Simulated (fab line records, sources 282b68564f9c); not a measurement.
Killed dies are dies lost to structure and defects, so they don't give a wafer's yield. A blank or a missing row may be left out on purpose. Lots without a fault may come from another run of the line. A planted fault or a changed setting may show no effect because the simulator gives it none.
Problem report in the 8D (eight disciplines) form, filled by code | flow rit_cmos | the parts of the form that need people (team, actions taken, sign-off) are left out

1. THE PROBLEM
ACTIVE_OXIDE_THK at RIT_ACTIVE_THK_MEAS_02 reads a mean of 53.6 nm on 6 wafers of 2 lots; wafers without a fault read 46.7 nm with a standard deviation of 0.77. That is +9.0 standard deviations from the usual mean.
First seen on wafer L260.1, day 5 01:05, on film_metro-02. The record holds 42 wafers of 14 lots with a number at this step. Rule for "out", or "out of limits": more than 4 standard deviations from the usual mean. The other wafers with a number count as sound.

2. WHAT IT IS AND WHAT IT IS NOT
question                    | is                           | is not
which readings at this step | ACTIVE_OXIDE_THK             | -
which lots                  | L260, L261                   | L244, L246, L248, L249, L250, L251, L256, L262, L263, L265, L266, L267
which wafers of those lots  | all that have a number       | -
read on which gauges        | film_metro-02, film_metro-03 | film_metro-04
when                        | from day 5 01:05             | up to then (21 sound wafers); but 15 sound wafers of L262, L263, L265, L266, L267 came after

3. SUSPECTS, AND WHAT RULES EACH OUT
Counting: a tool at a process step up to the reading stays a suspect if it ran every lot that is out and no sound lot after the first of them.
- the gauge at RIT_ACTIVE_THK_MEAS_02: ruled out. The wafers that are out were read on 2 gauges (film_metro-02, film_metro-03).
- furnace-01 at RIT_ACTIVE_OXIDATION_01 (target thk 46.8 nm, ox time 3360 s): kept. It ran every lot that is out, first L260 (day 4 23:08), and no sound lot after that; its last sound lot up to then is L256 (day 3 23:30).
Left after counting: furnace-01 at RIT_ACTIVE_OXIDATION_01.

4. THE CAUSE (what the simulator had put in)
Process parameter drift: furnace-01, from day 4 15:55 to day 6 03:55, at RIT_ACTIVE_OXIDATION_01. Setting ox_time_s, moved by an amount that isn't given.
Counting left only this tool.

5. THE CHAIN OF EFFECTS, in route order
Each row: a reading whose mean over the struck wafers that have a number lies more than 3 standard deviations from the usual. Only readings for which the record gives a usual standard deviation are gone through. hours: the time from each lot's start at the first step in this table that gives one to its start at this step, as a median over the lots. sigmas: the change in usual standard deviations.
hours | step                   | reading          | usual   | on struck wafers | change | sigmas
0     | RIT_ACTIVE_THK_MEAS_02 | ACTIVE_OXIDE_THK | 46.7 nm | 53.6             | +6.9   | +9.0

6. WHAT WOULD HAVE CAUGHT IT SOONER
In this record the first reading out of limits at a measuring or inspecting step was taken at day 5 01:05, 9 hours after the fault began at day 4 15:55.
All the lots that are out (2) had begun RIT_ACTIVE_OXIDATION_01 on furnace-01 by day 5 01:05. A hold on the tool at that time would have spared none of them.
